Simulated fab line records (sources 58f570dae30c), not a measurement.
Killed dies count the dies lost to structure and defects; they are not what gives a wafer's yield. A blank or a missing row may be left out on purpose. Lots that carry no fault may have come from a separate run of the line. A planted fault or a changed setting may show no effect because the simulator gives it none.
Comparing a struck lot with a sound one :: flow berkeleyCmos170 :: 15 out of 331 route steps
Sound: the wafers L690.1, L690.3, L690.4. The struck wafers were L697.1, L697.4, L697.6. At the end, the cause is stated.
At each step with rows: each side's tool, then ch and its chambers, then its first start. Under that, the readings that differ: sound wafers :: struck wafers :: difference of the means :: sigmas: that difference in standard deviations of wafers without a fault.
alike: words and numbers the same on both sides, and readings whose means are apart by under 2 such deviations; not compared: readings that were withheld, readings missing a value for some wafer, numbers with overlapping values and no deviation given by the record, and bounds like >300 which may hide the same value.
Wherever a step has rows on one side only, a row that says differs or no value, or a row with sigmas, the two part there. Numbers that have no deviation but don't overlap get no sigmas and don't part them. A reading missing from all wafers of one side parts the sides only when that side holds two or more wafers.

UCB170_V2_CMP_02: polishes SiO2.
  sound on cmp-01 ch 0,1,2, day 8 05:03; struck on cmp-02 ch 0,1,2, day 9 22:25
  alike: motorCurrentA
UCB170_V2_BOW_MEAS_03:
  struck on filmMetro-04, day 9 22:40; sound on filmMetro-03, day 8 05:21
  alike: V2_BOW
UCB170_V2_THK_MEAS_04:
  struck on filmMetro-04, day 9 22:47; sound on filmMetro-03, day 8 05:28
  alike: V2_POLISHED_THK
then, 7 steps without rows for these wafers: UCB170_V2_CLEAN_05 (cleans in DIW); UCB170_V2_HMDS_06 (prime time 60 s); UCB170_V2_COAT_07 (resist thk 900 nm); UCB170_V2_SOFTBAKE_08 (time 60 s); UCB170_V2_EXPOSE_09 (exposes mask VIA2, target cd 700 nm); UCB170_V2_PEB_10; UCB170_V2_DEVELOP_11 (develop time 45 s).
UCB170_V2_CD_MEAS_12: target cd 700 nm.
  struck on cdSem-02, day 10 00:49; sound on cdSem-02, day 8 07:02
  alike: cdNm
UCB170_V2_OVL_MEAS_13:
  struck on overlay-01, day 10 00:56; sound on overlay-02, day 8 07:10
  alike: V2_OVL
UCB170_V2_ETCH_14: etches SiO2 in CHF3/CF4/Ar, stops on Al, target depth 1250 nm, time 291 s.
  sound on rieDiel-04 ch 0,2, day 8 07:11; struck on rieDiel-04 ch 0,1,3, day 10 00:59
reading: model.KrF_of_V2_COAT_07.thkNm (nm)
sound: 610.5 609.3 604.6
struck: 667.9 666.4 677.4
difference: +62.4
sigmas: 

reading: model.V2.featureDepthNm (nm)
sound: 1002 1000 1001
struck: 992.6 988.1 959.6
difference: -20.9
sigmas: 

reading: model.etch.depthNm (nm)
sound: 1002 1000 1001
struck: 992.6 988.1 959.6
difference: -20.9
sigmas: 
  alike: drypumpMotorCurrentA, oesProductAu, throttleValvePct
  not compared: rfHoursCounterH
UCB170_V2_STRIP_15: strips in O2.
  sound on plasmaAsher-03 ch 0,1, day 8 07:22; struck on plasmaAsher-02 ch 0,1, day 10 01:10
reading: stripTimeToEndpointS (s)
sound: 15.33 15.30 15.21
struck: 16.62 16.59 16.84
difference: +1.40
sigmas: +12
  alike: drypumpMotorCurrentA, oesProductAu
  not compared: rfHoursCounterH
UCB170_V2_CD_MEAS_90: target cd 700 nm.
  struck on cdSem-02, day 10 01:16; sound on cdSem-01, day 8 07:28
  alike: cdNm

## WHERE THEY PART
UCB170_V2_STRIP_15 only, going by this record. Later steps at which nothing parts them and some readings are alike: UCB170_V2_CD_MEAS_90.

WHY: what had been put in by the simulator
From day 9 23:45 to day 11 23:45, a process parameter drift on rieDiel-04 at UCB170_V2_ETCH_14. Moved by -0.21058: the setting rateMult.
